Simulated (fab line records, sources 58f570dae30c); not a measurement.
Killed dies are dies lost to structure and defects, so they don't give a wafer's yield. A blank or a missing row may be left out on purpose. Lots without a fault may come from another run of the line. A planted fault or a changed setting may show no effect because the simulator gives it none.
Which tool did it? | flow berkeley_cmos170 | 14 lots, 42 wafers sampled, at 3 steps of a route of 331

WHAT THE GAUGES READ, wafer by wafer
UCB170_M2_OVL_MEAS_16.
lot  | measured     | on         | M2_OVL (nm)
L954 | day 8 08:11  | overlay-01 | 6 2 5
L955 | day 8 08:14  | overlay-01 | -14 -12 -9
L957 | day 9 05:04  | overlay-01 | 0 0 4
L958 | day 9 04:47  | overlay-02 | -5 -7 -6
L956 | day 9 05:23  | overlay-01 | -5 5 3
L962 | day 9 07:37  | overlay-02 | -8 -12 -11
L963 | day 9 08:36  | overlay-02 | -11 -13 -1
L960 | day 9 12:46  | overlay-02 | -3 -10 -4
L968 | day 11 03:13 | overlay-02 | -8 -9 -4
L970 | day 11 03:59 | overlay-02 | -2 1 -3
L973 | day 11 19:42 | overlay-02 | -3 1 5
L975 | day 12 04:12 | overlay-02 | 2 -1 -1
L976 | day 12 14:25 | overlay-01 | -6 -5 0
L977 | day 12 19:43 | overlay-01 | 4 2 6

WHICH TOOL RAN EACH LOT (tool, then ch and the chambers of the sampled wafers, then the start)
lot  | UCB170_BACKSIDE_STRIP_03             | UCB170_SDANNEAL_RTA_01
L954 | plasma_asher-01 ch 0,1, day 7 09:06  | rtp_anneal-02 ch 0, day 7 09:27
L955 | plasma_asher-01 ch 0,1, day 7 09:41  | rtp_anneal-01 ch 0, day 7 10:02
L957 | plasma_asher-01 ch 0,1, day 8 03:38  | rtp_anneal-02 ch 0, day 8 04:38
L958 | plasma_asher-02 ch 1, day 8 03:38    | rtp_anneal-01 ch 0, day 8 04:45
L956 | plasma_asher-04 ch 0,1, day 8 03:49  | rtp_anneal-02 ch 0, day 8 04:45
L962 | plasma_asher-01 ch 0,1, day 8 13:01  | rtp_anneal-01 ch 0, day 8 13:53
L963 | plasma_asher-01 ch 0,1, day 8 14:59  | rtp_anneal-01 ch 0, day 8 16:21
L960 | plasma_asher-01 ch 0,1, day 8 17:13  | rtp_anneal-02 ch 0, day 8 18:02
L968 | plasma_asher-02 ch 0,1, day 10 07:36 | rtp_anneal-01 ch 0, day 10 07:56
L970 | plasma_asher-04 ch 0,1, day 10 08:03 | rtp_anneal-01 ch 0, day 10 08:25
L973 | plasma_asher-04 ch 0,1, day 10 21:20 | rtp_anneal-02 ch 0, day 10 21:41
L975 | plasma_asher-02 ch 0,1, day 11 09:26 | rtp_anneal-02 ch 0, day 11 09:47
L976 | plasma_asher-02 ch 0,1, day 11 20:24 | rtp_anneal-01 ch 0, day 11 20:45
L977 | plasma_asher-04 ch 0,1, day 11 23:01 | rtp_anneal-02 ch 0, day 11 23:22
- UCB170_BACKSIDE_STRIP_03: strips in O2.
- UCB170_SDANNEAL_RTA_01: time 5 s.

WHAT THE TOOLS THEMSELVES READ (means of the sampled wafers that have a number; where no wafer has one, the mark that the record gives instead)
UCB170_BACKSIDE_STRIP_03.
lot  | tool            | drypump_motor_current_A (A) | o2_flow_sccm (sccm) | oes_product_au (a.u.) | strip_time_to_endpoint_s (s)
L954 | plasma_asher-01 | 5.3                         | 399.7               | 0.738                 | 21.95
L955 | plasma_asher-01 | 5.4                         | 399.7               | 0.733                 | 21.89
L957 | plasma_asher-01 | 5.6                         | 398.4               | 0.735                 | 21.95
L958 | plasma_asher-02 | 5.9                         | 400.6               | 0.734                 | 22.00
L956 | plasma_asher-04 | 6.1                         | 401.1               | 0.739                 | 22.02
L962 | plasma_asher-01 | 5.3                         | 399.8               | 0.735                 | 21.92
L963 | plasma_asher-01 | 5.6                         | 400.1               | 0.737                 | 22.02
L960 | plasma_asher-01 | 5.3                         | 399.3               | 0.739                 | 22.03
L968 | plasma_asher-02 | 5.3                         | 400.7               | 0.728                 | 21.94
L970 | plasma_asher-04 | 6.2                         | 400.6               | 0.735                 | 21.96
L973 | plasma_asher-04 | 6.2                         | 399.4               | 0.737                 | 22.00
L975 | plasma_asher-02 | 5.7                         | 399.8               | 0.730                 | 22.00
L976 | plasma_asher-02 | 5.6                         | 399.3               | 0.733                 | 22.07
L977 | plasma_asher-04 | 6.3                         | 400.4               | 0.739                 | 22.00

UCB170_SDANNEAL_RTA_01.
lot  | tool          | lamp_power_pct (%) | wafer_temp_C_max
L954 | rtp_anneal-02 | 38.2               | 1053.8
L955 | rtp_anneal-01 | 35.5               | 1053.1
L957 | rtp_anneal-02 | 38.2               | 1053.5
L958 | rtp_anneal-01 | 35.5               | 1052.5
L956 | rtp_anneal-02 | 38.3               | 1053.3
L962 | rtp_anneal-01 | 35.5               | 1053.2
L963 | rtp_anneal-01 | 35.5               | 1053.1
L960 | rtp_anneal-02 | 38.3               | 1054.4
L968 | rtp_anneal-01 | 35.5               | 1053.5
L970 | rtp_anneal-01 | 35.5               | 1053.5
L973 | rtp_anneal-02 | 38.3               | 1054.2
L975 | rtp_anneal-02 | 38.2               | 1053.9
L976 | rtp_anneal-01 | 35.5               | 1053.2
L977 | rtp_anneal-02 | 38.3               | 1053.3

THE ANSWER, worked out from the rows above alone
Rule: what is usual is taken from the lots themselves. Put in order of their means at a reading, lots are off if they are a third of the lots or fewer, leave a main group of 4 or more, and stand apart from it by a gap of 3 or more times the standard deviation of the main group's means; of several such gaps the widest counts. A main group whose means are all the same, to the digits that the tables above print for the reading, isn't used. A lot without any number at a reading at which 4 lots or more have one is off too. The other lots that the step has rows for count as sound. The gauges are gone through in route order, then the tools' own readings, and for those a lot's mean is taken as printed above. The first step at which some lot is off is used, and at that step the reading that is off furthest; a lot without a number counts as furthest.
No lot is off at any reading shown: from this, nothing can be told.

WHAT THE SIMULATOR HAD PUT IN
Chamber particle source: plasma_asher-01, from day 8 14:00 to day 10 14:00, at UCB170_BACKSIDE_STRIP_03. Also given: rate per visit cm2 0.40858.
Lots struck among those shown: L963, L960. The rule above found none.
